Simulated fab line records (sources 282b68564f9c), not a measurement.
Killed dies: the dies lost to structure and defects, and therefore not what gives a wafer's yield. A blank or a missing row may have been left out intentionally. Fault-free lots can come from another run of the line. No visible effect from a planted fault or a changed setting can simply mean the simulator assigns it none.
fab line records	flow ritCmos
record lots=6	wafers=18	lastDay=8
route steps=202 shown NLDD@110 PLDD@114 SPACER@126 NSD@131 PSD@142 M1@202
lots that met no fault: taken from a fault-free run of the same line
startH: the number of hours between the record's first day and the start of the first shown wafer of the lot	waitH: time in hours since the lot's previous step	" repeats the value in the row above	L1.1+2: a row that stands for several wafers	- value missing, or start not given	* or withheld: withheld	< > ~ a bound
route shown NAME@n: NAME is a module with steps in the file, n the number in the route of the first one	usual: mean/standard deviation of fault-free wafers	same: alike in all rows	chamber/n: place in a boat	sites: the reading at each site	_std_site: standard deviation of those values	_edge_site: the outer-site mean with the inner-site mean subtracted	radiusMm: how far each site lies from the wafer's centre	mask NAME#n: copy n	behind: the tool/chamber that last shaped the wafer	hold: why the lot was held/for how many hours/how that ended	device: transistor that didn't switch, given as n, p or np	end of line: the route-end tests of the same wafers	step lacking rows: just its recipe	killed: the dies lost at the first sort to structure and to defects; this is not the yield of the wafer	map: per-die view of a wafer (x killed, . not killed, _ where there is no die)
set.NAME: the run value of the setting; set.NAME@STEP: its run value at that earlier step	model.NAME: the simulator's own value behind a step, which no gauge read
lots at some steps of the route; a table a step, a row a wafer
services: when a tool's chamber went out of use (startH, in hours from the record's first day, below 0 if earlier), for how many hours, and the reason
## steps
# step RIT_NLDD_HARDBAKE_07
# recipe resist=NOVOLAK	tempC=140	timeS=60
# step RIT_NLDD_IMPLANT_08
# recipe species=P	energyKev=20	doseCm2=5e+14	tiltDeg=7
# step RIT_NLDD_STRIP_09
# recipe chemistry=O2	timeS=180	resist=NOVOLAK	platenTempC=withheld	powerW=500	pressureMtorr=4000	o2FlowSccm=4000
# usual drypumpMotorCurrentA=5.87/0.26
# same timeS=180
lot.wafer	tool	chamber	startH	waitH	drypumpMotorCurrentA	rfHoursCounterH
L132.1	plasmaAsher-02	0	52.96	0.1	5.49	41
L132.3	"	0	"	"	5.52	-
L132.5	"	1	"	"	5.63	-
L134.1	plasmaAsher-04	1	60.57	0.1	6.29	41
L134.3	"	0	"	"	6.15	-
L134.4	"	1	"	"	6.30	-
L138.1	plasmaAsher-02	1	78.78	0.1	5.60	44
L138.2	"	0	"	"	5.53	44
L138.6	"	0	"	"	5.52	-
L143.1	plasmaAsher-04	1	104.07	0.1	6.31	46
L143.2	"	0	"	"	6.15	46
L143.6	"	1	"	"	6.29	-
L149.2	plasmaAsher-03	0	141.43	0.1	6.00	2
L149.3	"	1	"	"	5.94	-
L149.5	"	1	"	"	5.94	-
L153.1	plasmaAsher-03	0	166.86	0.1	6.00	5
L153.2	"	1	"	"	5.94	5
L153.3	"	1	"	"	5.92	-
# step RIT_NLDD_TW_MEAS_10
# usual NLDD_TW=2482/22
lot.wafer	tool	chamber	startH	waitH	NLDD_TW
L132.1	filmMetro-03	-	53.13	0.1	2537
L132.3	"	-	"	"	2515
L132.5	"	-	"	"	2529
L134.1	filmMetro-04	-	60.74	0.1	2452
L134.3	"	-	"	"	2467
L134.4	"	-	"	"	2461
L138.1	filmMetro-01	-	78.95	0.1	2489
L138.2	"	-	"	"	2487
L138.6	"	-	"	"	2481
L143.1	filmMetro-04	-	104.25	0.1	2448
L143.2	"	-	"	"	2447
L143.6	"	-	"	"	2448
L149.2	filmMetro-01	-	141.61	0.1	2467
L149.3	"	-	"	"	2459
L149.5	"	-	"	"	2476
L153.1	filmMetro-04	-	167.04	0.1	2462
L153.2	"	-	"	"	2457
L153.3	"	-	"	"	2467
# step RIT_PLDD_HMDS_00
# recipe primeTimeS=60	primeTempC=140
# step RIT_PLDD_COAT_01
# recipe resist=NOVOLAK	spinRpm=3250	resistThkNm=1000
# step RIT_PLDD_SOFTBAKE_02
# recipe resist=NOVOLAK	tempC=90	timeS=60
# step RIT_PLDD_EXPOSE_03
# recipe maskId=M8	na=0.57	targetCdNm=40900	doseMj=250
# step RIT_PLDD_PEB_04
# recipe resist=NOVOLAK	tempC=withheld	timeS=withheld
# step RIT_PLDD_DEVELOP_05
# recipe resist=NOVOLAK	developTimeS=50	devTempC=23
# step RIT_PLDD_OVL_MEAS_06
# usual PLDD_OVL=0.6/1.4
lot.wafer	tool	chamber	startH	waitH	PLDD_OVL[nm]
L132.1	overlay-02	-	54.21	-	-0.4
L132.3	"	-	"	"	1.8
L132.5	"	-	"	"	0.4
L134.1	overlay-01	-	61.65	-	1.6
L134.3	"	-	"	"	1.5
L134.4	"	-	"	"	1.3
L138.1	overlay-01	-	79.99	-	-2.4
L138.2	"	-	"	"	1.5
L138.6	"	-	"	"	0.3
L143.1	overlay-02	-	105.28	-	1.7
L143.2	"	-	"	"	-1.0
L143.6	"	-	"	"	-0.4
L149.2	overlay-02	-	142.64	-	0.0
L149.3	"	-	"	"	-1.0
L149.5	"	-	"	"	0.6
L153.1	overlay-02	-	168.07	-	0.1
L153.2	"	-	"	"	1.1
L153.3	"	-	"	"	-0.3
# step RIT_PLDD_HARDBAKE_07
# recipe resist=NOVOLAK	tempC=140	timeS=60
# step RIT_PLDD_IMPLANT_08
# recipe species=BF2	energyKev=20	doseCm2=9e+14	tiltDeg=7
# usual doseIonsCm2=9.001e+14/8.4e+11	endStationPressureTorr=7.3e-06/3.8e-07	faradayCurrentUA=2815/48
lot.wafer	tool	chamber	startH	waitH	doseIonsCm2	endStationPressureTorr	faradayCurrentUA
L132.1	implanter-03	0	54.41	0.1	9.007e+14	7.3e-06	2774
L132.3	"	0	"	"	8.98e+14	6.7e-06	2825
L132.5	"	0	"	"	8.992e+14	7.4e-06	2764
L134.1	implanter-04	0	62.09	0.1	9.002e+14	7.6e-06	2779
L134.3	"	0	"	"	9.014e+14	6.7e-06	2776
L134.4	"	0	"	"	9.003e+14	7.6e-06	2875
L138.1	implanter-04	0	80.18	0.1	1.7101e+15	1.06e-05	5354
L138.2	"	0	"	"	1.7099e+15	8.6e-06	5150
L138.6	"	0	"	"	1.71e+15	8.9e-06	5399
L143.1	implanter-04	0	105.47	0.1	1.7111e+15	9.5e-06	5318
L143.2	"	0	"	"	1.7123e+15	9.4e-06	5322
L143.6	"	0	"	"	1.7116e+15	9.9e-06	5400
L149.2	implanter-03	0	142.85	0.1	9.003e+14	7.5e-06	2828
L149.3	"	0	"	"	9.008e+14	7.8e-06	2877
L149.5	"	0	"	"	8.999e+14	7.2e-06	2835
L153.1	implanter-04	0	168.26	0.1	8.993e+14	7.4e-06	2773
L153.2	"	0	"	"	8.996e+14	6.9e-06	2770
L153.3	"	0	"	"	8.999e+14	7.6e-06	2835
# step RIT_PLDD_STRIP_09
# recipe chemistry=O2	timeS=180	resist=NOVOLAK	platenTempC=withheld	powerW=500	pressureMtorr=4000	o2FlowSccm=4000
# usual drypumpMotorCurrentA=5.7/0.46
# same timeS=180
lot.wafer	tool	chamber	startH	waitH	drypumpMotorCurrentA	rfHoursCounterH
L132.1	plasmaAsher-02	0	54.56	0.1	5.5	42
L132.3	"	1	"	"	5.6	-
L132.5	"	0	"	"	5.5	-
L134.1	plasmaAsher-04	0	62.24	0.1	6.2	41
L134.3	"	1	"	"	6.3	-
L134.4	"	0	"	"	6.2	-
L138.1	plasmaAsher-01	1	80.33	0.1	5.0	29
L138.2	"	0	"	"	5.6	29
L138.6	"	1	"	"	5.0	-
L143.1	plasmaAsher-04	1	105.62	0.1	6.3	46
L143.2	"	0	"	"	6.2	46
L143.6	"	0	"	"	6.2	-
L149.2	plasmaAsher-02	1	142.97	0.1	5.6	51
L149.3	"	0	"	"	5.5	-
L149.5	"	1	"	"	5.6	-
L153.1	plasmaAsher-04	0	168.41	0.1	6.1	52
L153.2	"	1	"	"	6.3	52
L153.3	"	1	"	"	6.3	-
# step RIT_PLDD_TW_MEAS_10
# usual PLDD_TW=2349/23
lot.wafer	tool	chamber	startH	waitH	hold	PLDD_TW
L132.1	filmMetro-01	-	54.74	0.1	-	2340
L132.3	"	-	"	"	-	2325
L132.5	"	-	"	"	-	2325
L134.1	filmMetro-03	-	62.41	0.1	-	2375
L134.3	"	-	"	"	-	2367
L134.4	"	-	"	"	-	2382
L138.1	filmMetro-01	-	80.50	0.1	awaitDispo/0.2h/release	2707
L138.2	"	-	"	"	awaitDispo/0.2h/release	2705
L138.6	"	-	"	"	awaitDispo/0.2h/release	2713
L138.1	filmMetro-01	-	80.73	0.2	-	2712
L138.2	"	-	"	"	-	2700
L138.6	"	-	"	"	-	2717
L143.1	filmMetro-03	-	105.79	0.1	awaitDispo/0.2h/release	2727
L143.2	"	-	"	"	awaitDispo/0.2h/release	2724
L143.6	"	-	"	"	awaitDispo/0.2h/release	2733
L143.1	filmMetro-03	-	106.02	0.2	-	2749
L143.2	"	-	"	"	-	2733
L143.6	"	-	"	"	-	2723
L149.2	filmMetro-01	-	143.16	0.1	-	2323
L149.3	"	-	"	"	-	2330
L149.5	"	-	"	"	-	2315
L153.1	filmMetro-01	-	168.58	0.1	-	2344
L153.2	"	-	"	"	-	2332
L153.3	"	-	"	"	-	2324
# step RIT_SPACER_CLEAN_01
# recipe chemistry=dHF	dilution=50:1	timeS=30
# step RIT_SPACER_CLEAN_02
# recipe chemistry=SC2	mix=3:3:50	timeS=600	tempC=75	dry=n2Spin
# step RIT_SPACER_CVD_03
# recipe material=Si3N4	targetThkNm=250	tempC=810	precursor=SiH2Cl2/NH3	timeS=3300	pressureMtorr=300	sih2cl2FlowSccm=60	nh3FlowSccm=150
# step RIT_SPACER_THK_MEAS_04
# recipe reads=Si3N4_of_SPACER_CVD_03
# usual SPACER_NITRIDE_THK=249.4/2.3
lot.wafer	tool	chamber	startH	waitH	SPACER_NITRIDE_THK[nm]
L132.1	filmMetro-03	-	58.50	0.0	248.7
L132.3	"	-	"	"	247.6
L132.5	"	-	"	"	247.1
L134.1	filmMetro-03	-	65.45	0.0	252.3
L134.3	"	-	"	"	252.5
L134.4	"	-	"	"	250.6
L138.1	filmMetro-02	-	84.89	0.0	250.6
L138.2	"	-	"	"	249.6
L138.6	"	-	"	"	250.4
L143.1	filmMetro-01	-	113.77	0.0	251.9
L143.2	"	-	"	"	253.8
L143.6	"	-	"	"	250.9
L149.2	filmMetro-02	-	145.50	0.0	248.8
L149.3	"	-	"	"	248.8
L149.5	"	-	"	"	248.2
L153.1	filmMetro-01	-	172.02	0.0	250.0
L153.2	"	-	"	"	247.8
L153.3	"	-	"	"	249.1
# step RIT_SPACER_ETCHBACK_05
# recipe targetDepthA=2500	SF6_flow_sccm=30	CHF3_flow_sccm=30	target=Si3N4	chemistry=SF6/CHF3	pressureMtorr=40	rfW=250	timeS=240	stopOn=SiO2
# usual drypumpMotorCurrentA=5.9/0.49	oesProductAu=0.841/0.013	throttleValvePct=10.32/0.11
# same timeS=240
lot.wafer	tool	chamber	startH	waitH	drypumpMotorCurrentA	oesProductAu	rfHoursCounterH	throttleValvePct
L132.1	rieDiel-02	0	58.56	0.1	5.3	0.832	36	10.33
L132.3	"	2	"	"	5.6	0.825	94	10.24
L132.5	"	1	"	"	5.7	0.817	-	10.09
L134.1	rieDiel-03	2	65.51	0.1	6.5	0.850	66	10.33
L134.3	"	3	"	"	4.9	0.850	140	10.23
L134.4	"	0	"	"	5.8	0.844	61	10.44
L138.1	rieDiel-04	1	84.95	0.1	6.5	0.853	91	10.18
L138.2	"	0	"	"	6.1	0.847	99	10.30
L138.6	"	0	"	"	6.1	0.844	-	10.29
L143.1	rieDiel-02	1	113.83	0.1	5.8	0.826	8	10.10
L143.2	"	0	"	"	5.3	0.846	37	10.34
L143.6	"	3	"	"	5.8	0.858	-	10.39
L149.2	rieDiel-04	2	145.55	0.0	6.2	0.842	10	10.20
L149.3	"	1	"	"	6.5	0.851	93	10.19
L149.5	"	2	"	"	6.2	0.839	-	10.20
L153.1	rieDiel-03	3	172.08	0.1	4.8	0.838	142	10.23
L153.2	"	1	"	"	6.2	0.814	118	10.51
L153.3	"	0	"	"	5.9	0.831	62	10.44
# step RIT_NSD_HMDS_00
# recipe primeTimeS=60	primeTempC=140
# step RIT_NSD_COAT_01
# recipe resist=NOVOLAK	spinRpm=3250	resistThkNm=1000
# step RIT_NSD_SOFTBAKE_02
# recipe resist=NOVOLAK	tempC=90	timeS=60
# step RIT_NSD_EXPOSE_03
# recipe maskId=M9	na=0.57	targetCdNm=40700	doseMj=250
# step RIT_NSD_PEB_04
# recipe resist=NOVOLAK	tempC=withheld	timeS=withheld
# step RIT_NSD_DEVELOP_05
# recipe resist=NOVOLAK	developTimeS=50	devTempC=23
# step RIT_NSD_OVL_MEAS_06
# usual NSD_OVL=0.4/1.4
lot.wafer	tool	chamber	startH	waitH	NSD_OVL[nm]
L132.1	overlay-01	-	59.78	-	1.9
L132.3	"	-	"	"	1.2
L132.5	"	-	"	"	3.8
L134.1	overlay-01	-	66.51	-	-0.7
L134.3	"	-	"	"	-0.4
L134.4	"	-	"	"	1.2
L138.1	overlay-01	-	86.10	-	1.1
L138.2	"	-	"	"	-0.4
L138.6	"	-	"	"	0.1
L143.1	overlay-02	-	114.89	-	1.6
L143.2	"	-	"	"	0.7
L143.6	"	-	"	"	0.4
L149.2	overlay-01	-	146.56	-	2.2
L149.3	"	-	"	"	-0.7
L149.5	"	-	"	"	0.2
L153.1	overlay-01	-	173.20	-	-0.5
L153.2	"	-	"	"	1.5
L153.3	"	-	"	"	-1.1
# step RIT_NSD_HARDBAKE_07
# recipe resist=NOVOLAK	tempC=140	timeS=60
# step RIT_NSD_IMPLANT_08
# recipe species=P	energyKev=25	doseCm2=1e+15	tiltDeg=7
# step RIT_NSD_STRIP_09
# recipe chemistry=O2	timeS=180	resist=NOVOLAK	platenTempC=withheld	powerW=500	pressureMtorr=4000	o2FlowSccm=4000
# usual drypumpMotorCurrentA=5.7/0.3
# same timeS=180
lot.wafer	tool	chamber	startH	waitH	drypumpMotorCurrentA	rfHoursCounterH
L132.1	plasmaAsher-03	1	60.25	0.1	5.9	41
L132.3	"	1	"	"	5.9	-
L132.5	"	0	"	"	6.0	-
L134.1	plasmaAsher-03	0	66.84	0.1	6.0	42
L134.3	"	1	"	"	5.9	-
L134.4	"	0	"	"	6.0	-
L138.1	plasmaAsher-03	1	86.44	0.1	5.9	44
L138.2	"	0	"	"	6.0	44
L138.6	"	1	"	"	5.9	-
L143.1	plasmaAsher-01	0	115.67	0.4	5.5	32
L143.2	"	1	"	"	5.0	32
L143.6	"	0	"	"	5.5	-
L149.2	plasmaAsher-02	1	146.89	0.1	5.6	52
L149.3	"	1	"	"	5.6	-
L149.5	"	1	"	"	5.6	-
L153.1	plasmaAsher-02	0	173.54	0.1	5.5	55
L153.2	"	1	"	"	5.6	55
L153.3	"	1	"	"	5.6	-
# step RIT_NSD_TW_MEAS_10
# usual NSD_TW=3110/25
lot.wafer	tool	chamber	startH	waitH	NSD_TW
L132.1	filmMetro-01	-	60.42	0.1	3111
L132.3	"	-	"	"	3114
L132.5	"	-	"	"	3086
L134.1	filmMetro-03	-	67.02	0.1	3172
L134.3	"	-	"	"	3163
L134.4	"	-	"	"	3157
L138.1	filmMetro-03	-	86.61	0.1	3135
L138.2	"	-	"	"	3137
L138.6	"	-	"	"	3147
L143.1	filmMetro-01	-	115.85	0.1	3115
L143.2	"	-	"	"	3099
L143.6	"	-	"	"	3092
L149.2	filmMetro-04	-	147.07	0.1	3080
L149.3	"	-	"	"	3085
L149.5	"	-	"	"	3093
L153.1	filmMetro-01	-	173.71	0.1	3099
L153.2	"	-	"	"	3090
L153.3	"	-	"	"	3079
# step RIT_PSD_HMDS_00
# recipe primeTimeS=60	primeTempC=140
# step RIT_PSD_COAT_01
# recipe resist=NOVOLAK	spinRpm=3250	resistThkNm=1000
# step RIT_PSD_SOFTBAKE_02
# recipe resist=NOVOLAK	tempC=90	timeS=60
# step RIT_PSD_EXPOSE_03
# recipe maskId=M10	na=0.57	targetCdNm=40900	doseMj=250
# step RIT_PSD_PEB_04
# recipe resist=NOVOLAK	tempC=withheld	timeS=withheld
# step RIT_PSD_DEVELOP_05
# recipe resist=NOVOLAK	developTimeS=50	devTempC=23
# step RIT_PSD_OVL_MEAS_06
# usual PSD_OVL=1.8/1.5
lot.wafer	tool	chamber	startH	waitH	PSD_OVL[nm]
L132.1	overlay-02	-	61.46	-	3.2
L132.3	"	-	"	"	1.3
L132.5	"	-	"	"	1.3
L134.1	overlay-02	-	68.03	-	2.4
L134.3	"	-	"	"	2.6
L134.4	"	-	"	"	2.4
L138.1	overlay-01	-	87.73	-	4.8
L138.2	"	-	"	"	2.6
L138.6	"	-	"	"	3.8
L143.1	overlay-02	-	116.91	-	1.1
L143.2	"	-	"	"	-2.0
L143.6	"	-	"	"	1.3
L149.2	overlay-01	-	147.98	-	1.7
L149.3	"	-	"	"	2.4
L149.5	"	-	"	"	3.4
L153.1	overlay-02	-	174.62	-	3.3
L153.2	"	-	"	"	3.9
L153.3	"	-	"	"	2.1
# step RIT_PSD_HARDBAKE_07
# recipe resist=NOVOLAK	tempC=140	timeS=60
# step RIT_PSD_IMPLANT_08
# recipe species=BF2	energyKev=27	doseCm2=5e+15	tiltDeg=7
# step RIT_PSD_STRIP_09
# recipe chemistry=O2	timeS=180	resist=NOVOLAK	platenTempC=withheld	powerW=500	pressureMtorr=4000	o2FlowSccm=4000
# usual drypumpMotorCurrentA=5.7/0.46
# same timeS=180
lot.wafer	tool	chamber	startH	waitH	drypumpMotorCurrentA	rfHoursCounterH
L132.1	plasmaAsher-03	0	61.80	0.1	6.0	42
L132.3	"	0	"	"	6.0	-
L132.5	"	0	"	"	6.0	-
L134.1	plasmaAsher-03	1	68.37	0.1	5.9	42
L134.3	"	1	"	"	5.9	-
L134.4	"	0	"	"	6.0	-
L138.1	plasmaAsher-04	1	88.48	0.4	6.3	44
L138.2	"	0	"	"	6.2	44
L138.6	"	0	"	"	6.2	-
L143.1	plasmaAsher-04	0	117.25	0.1	6.1	47
L143.2	"	1	"	"	6.3	47
L143.6	"	1	"	"	6.3	-
L149.2	plasmaAsher-01	1	148.31	0.1	5.0	36
L149.3	"	1	"	"	5.0	-
L149.5	"	0	"	"	5.5	-
L153.1	plasmaAsher-01	0	174.96	0.1	5.5	38
L153.2	"	1	"	"	5.0	38
L153.3	"	0	"	"	5.5	-
# step RIT_SDANNEAL_RS_MEAS_06
# recipe thkMeasGauge=four-point-probe
# usual PLDD_RS=178.8/0.46
lot.wafer	tool	chamber	startH	waitH	hold	PLDD_RS[ohm/sq]
L132.1	filmMetro-01	-	62.87	0.1	-	179.4
L132.3	"	-	"	"	-	179.9
L132.5	"	-	"	"	-	178.9
L134.1	filmMetro-03	-	69.29	0.1	-	179.8
L134.3	"	-	"	"	-	179.3
L134.4	"	-	"	"	-	179.3
L138.1	filmMetro-01	-	89.61	0.1	awaitDispo/0.2h/release	152.7
L138.2	"	-	"	"	awaitDispo/0.2h/release	152.7
L138.6	"	-	"	"	awaitDispo/0.2h/release	152.3
L138.1	filmMetro-01	-	90.12	0.5	-	152.6
L138.2	"	-	"	"	-	152.5
L138.6	"	-	"	"	-	152.2
L143.1	filmMetro-04	-	118.16	0.1	awaitDispo/0.2h/release	152.7
L143.2	"	-	"	"	awaitDispo/0.2h/release	153.0
L143.6	"	-	"	"	awaitDispo/0.2h/release	152.9
L143.1	filmMetro-04	-	118.45	0.3	-	152.5
L143.2	"	-	"	"	-	153.2
L143.6	"	-	"	"	-	152.6
L149.2	filmMetro-04	-	149.23	0.1	-	178.2
L149.3	"	-	"	"	-	178.4
L149.5	"	-	"	"	-	177.9
L153.1	filmMetro-04	-	175.86	0.1	-	178.8
L153.2	"	-	"	"	-	178.9
L153.3	"	-	"	"	-	178.4
# step RIT_M1_PROBE_99
# usual defectLimitedYield=97.3/1.1	killedAtContacts=0.0/0.2	killedAtFrontEnd=7/3	killedDies=7/3	killedOpen=3.4/1.8	killedShort=3.8/2.1	sort_bin_3_pad_short=0.2/0.27	sort_bin_5_function=1.5/0.8	sort_bin_6_memory=1.1/0.7	sortNPass=257/3	sortYieldPct=97.3/1.1
# same grossDies=264	killed_at_M0_to_M3=0	killed_at_M4_up=0	killedAtBackSide=0	killedAtOther=0
lot.wafer	tool	chamber	startH	waitH	defectLimitedYield[%]	killedAtContacts	killedAtFrontEnd	killedDies	killedOpen	killedShort	sort_bin_3_pad_short[%]	sort_bin_5_function[%]	sort_bin_6_memory[%]	sortNPass	sortYieldPct[%]
L132.1	prober-02	-	70.16	0.1	97.3	1	6	7	1	6	0.8	0.8	1.1	257	97.3
L132.3	prober-02	-	70.26	0.2	97.0	0	8	8	3	5	0	1.9	1.1	256	97.0
L132.5	prober-02	-	70.36	0.2	95.8	0	11	11	5	6	0	3.8	0.4	253	95.8
L134.1	prober-02	-	77.21	0.1	96.6	0	9	9	6	3	0.4	2.7	0.4	255	96.6
L134.3	prober-02	-	77.31	0.2	97.0	0	8	8	5	3	0.4	1.1	1.5	256	97.0
L134.4	prober-02	-	77.36	0.2	95.8	0	11	11	5	6	0	2.3	1.9	253	95.8
L149.2	prober-02	-	156.38	0.1	97.0	0	8	8	5	3	0	1.5	1.5	256	97.0
L149.3	prober-02	-	156.43	0.2	99.2	0	2	2	0	2	0	0.4	0.4	262	99.2
L149.5	prober-02	-	156.53	0.2	97.7	0	6	6	3	3	1.1	0.8	0.4	258	97.7
# killed by level:class
L132.1 REOX:geometricParticle:short=3 FOX1:geometricParticle:short=1 CONTACT:geometricParticle:short=1 SPACER:geometricParticle:short=1 SILICIDE:geometricParticle:open=1
L132.3 FOX1:geometricParticle:short=2 SPACER:geometricParticle:short=2 FOX2:geometricParticle:open=1 GATE:geometricParticle:open=1 SPACER:geometricParticle:open=1 SILICIDE:geometricParticle:short=1
L132.5 FOX1:geometricParticle:open=2 REOX:geometricParticle:short=2 SILICIDE:geometricParticle:short=2 FOX1:geometricParticle:short=1 FOX2:geometricParticle:open=1 GATE:geometricParticle:open=1 SPACER:geometricParticle:short=1 SPACER:geometricParticle:open=1
L134.1 GATE:geometricParticle:open=4 GATE:geometricParticle:short=1 REOX:geometricParticle:open=1 SPACER:geometricParticle:open=1 SPACER:geometricParticle:short=1 SILICIDE:geometricParticle:short=1
L134.3 FOX2:geometricParticle:open=2 SPACER:geometricParticle:open=2 FOX1:geometricParticle:short=1 REOX:geometricParticle:open=1 SPACER:geometricParticle:short=1 SILICIDE:geometricParticle:short=1
L134.4 REOX:geometricParticle:short=3 GATE:geometricParticle:open=2 FOX1:geometricParticle:short=1 FOX2:geometricParticle:open=1 FOX2:geometricParticle:short=1 REOX:geometricParticle:open=1 SPACER:geometricParticle:short=1 SPACER:geometricParticle:open=1
L149.2 FOX1:geometricParticle:short=3 GATE:geometricParticle:open=2 FOX1:geometricParticle:open=1 REOX:geometricParticle:open=1 SILICIDE:geometricParticle:open=1
L149.3 GATE:geometricParticle:short=2
L149.5 GATE:geometricParticle:open=3 GATE:geometricParticle:short=3
## services
tool	chamber	startH	hours	kind
rieDiel-04	0	42.82	4.8	repair
plasmaAsher-03	-	76.25	2.9	repair
plasmaAsher-04	-	78.88	2.8	pm
rieDiel-03	0	86.65	18.1	repair
plasmaAsher-03	-	108.75	9.0	pm
plasmaAsher-03	0	108.75	9.0	ventCycle
plasmaAsher-03	1	108.75	9.0	ventCycle
plasmaAsher-03	-	116.03	0.7	repair
plasmaAsher-03	0	117.75	-	clean
plasmaAsher-03	1	117.75	-	clean
implanter-03	-	129.22	0.7	repair
plasmaAsher-01	-	136.21	0.6	repair
implanter-04	-	136.36	3.6	repair
rieDiel-04	3	145.90	8.6	repair
rieDiel-02	0	170.60	6.2	repair
## key
firstSign step=RIT_PLDD_IMPLANT_08	reading=doseIonsCm2	direction=up	sigmas=99+	usual=9.001e+14	struck=1.7108e+15
effect step=RIT_PLDD_IMPLANT_08	reading=faradayCurrentUA	direction=up	sigmas=52	usual=2815	struck=5324
effect step=RIT_PLDD_TW_MEAS_10	reading=visit	direction=added
effect step=RIT_PLDD_TW_MEAS_10	reading=PLDD_TW	direction=up	sigmas=16	usual=2349	struck=2718
effect step=RIT_SDANNEAL_RS_MEAS_06	reading=PLDD_RS	direction=down	sigmas=57	usual=178.8	struck=152.7
metAt RIT_PLDD_IMPLANT_08
struckWafers L138.1,L138.2,L138.6,L143.1,L143.2,L143.6
scrappedBehind RIT_SDANNEAL_RS_MEAS_06 L138.1,L138.2,L138.6,L143.1,L143.2,L143.6
onsetBetween 62.09 80.18
fault kind=processParameterDrift	tool=implanter-04	chamber=-	onsetH=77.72	steps=RIT_PLDD_IMPLANT_08	channel=doseCm2	offset=8.1e+14	shape=step	endH=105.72	actsIn=theseRecipesOnly	stated=9e+14
